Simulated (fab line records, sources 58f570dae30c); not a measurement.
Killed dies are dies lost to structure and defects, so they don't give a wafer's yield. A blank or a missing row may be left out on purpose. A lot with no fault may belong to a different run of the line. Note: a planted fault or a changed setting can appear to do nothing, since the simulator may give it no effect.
Which tool was responsible? || flow berkeleyCmos170 || 7 lots, 21 wafers sampled, at 2 steps of a route of 331

WHAT THE GAUGES SHOWED, per wafer
UCB170_ACTIVE_CD_MEAS_13 targets a cd of 1200 nm.
{"lot": "L991", "measured": "day 5 00:30", "on": "cdSem-01", "cdNm (nm)": "1198.7 1199.7 1199.8"}
{"lot": "L992", "measured": "day 5 09:01", "on": "cdSem-01", "cdNm (nm)": "1196.8 1197.1 1197.1"}
{"lot": "L994", "measured": "day 5 16:44", "on": "cdSem-01", "cdNm (nm)": "1198.9 1199.7 1198.9"}
{"lot": "L996", "measured": "day 6 05:10", "on": "cdSem-01", "cdNm (nm)": "1199.3 1201.3 1201.3"}
{"lot": "L102", "measured": "day 7 16:57", "on": "cdSem-02", "cdNm (nm)": "1201.4 1201.0 1201.6"}
{"lot": "L105", "measured": "day 8 02:58", "on": "cdSem-01", "cdNm (nm)": "1196.7 1197.0 1197.8"}
{"lot": "L112", "measured": "day 9 08:34", "on": "cdSem-01", "cdNm (nm)": "1200.7 1200.4 1201.2"}

WHICH TOOL RAN EACH LOT (tool, then ch and the chambers of the sampled wafers, then the start)
{"lot": "L991", "UCB170_NWELL_IMPLANT_14": "implanter-03 ch 0, day 2 16:52"}
{"lot": "L992", "UCB170_NWELL_IMPLANT_14": "implanter-03 ch 0, day 2 23:56"}
{"lot": "L994", "UCB170_NWELL_IMPLANT_14": "implanter-02 ch 0, day 3 09:25"}
{"lot": "L996", "UCB170_NWELL_IMPLANT_14": "implanter-03 ch 0, day 3 21:24"}
{"lot": "L102", "UCB170_NWELL_IMPLANT_14": "implanter-03 ch 0, day 5 06:53"}
{"lot": "L105", "UCB170_NWELL_IMPLANT_14": "implanter-03 ch 0, day 5 22:22"}
{"lot": "L112", "UCB170_NWELL_IMPLANT_14": "implanter-01 ch 0, day 7 09:36"}
- UCB170_NWELL_IMPLANT_14

THE ANSWER, worked out from the rows above alone
Rule: what is usual is taken from the lots themselves. Put in order of their means at a reading, lots are off if they are a third of the lots or fewer, leave a main group of 4 or more, and stand apart from it by a gap of 3 or more times the standard deviation of the main group's means; of several such gaps the widest counts. A main group is skipped when, at the precision printed for the reading in the tables above, its means are all equal. Also off: a lot with no number at a reading for which 4 or more lots have one. Where the step has rows for the other lots, those lots are counted as sound.
No lot is off at any reading shown: from this, nothing can be told.

WHAT THE SIMULATOR HAD INSERTED
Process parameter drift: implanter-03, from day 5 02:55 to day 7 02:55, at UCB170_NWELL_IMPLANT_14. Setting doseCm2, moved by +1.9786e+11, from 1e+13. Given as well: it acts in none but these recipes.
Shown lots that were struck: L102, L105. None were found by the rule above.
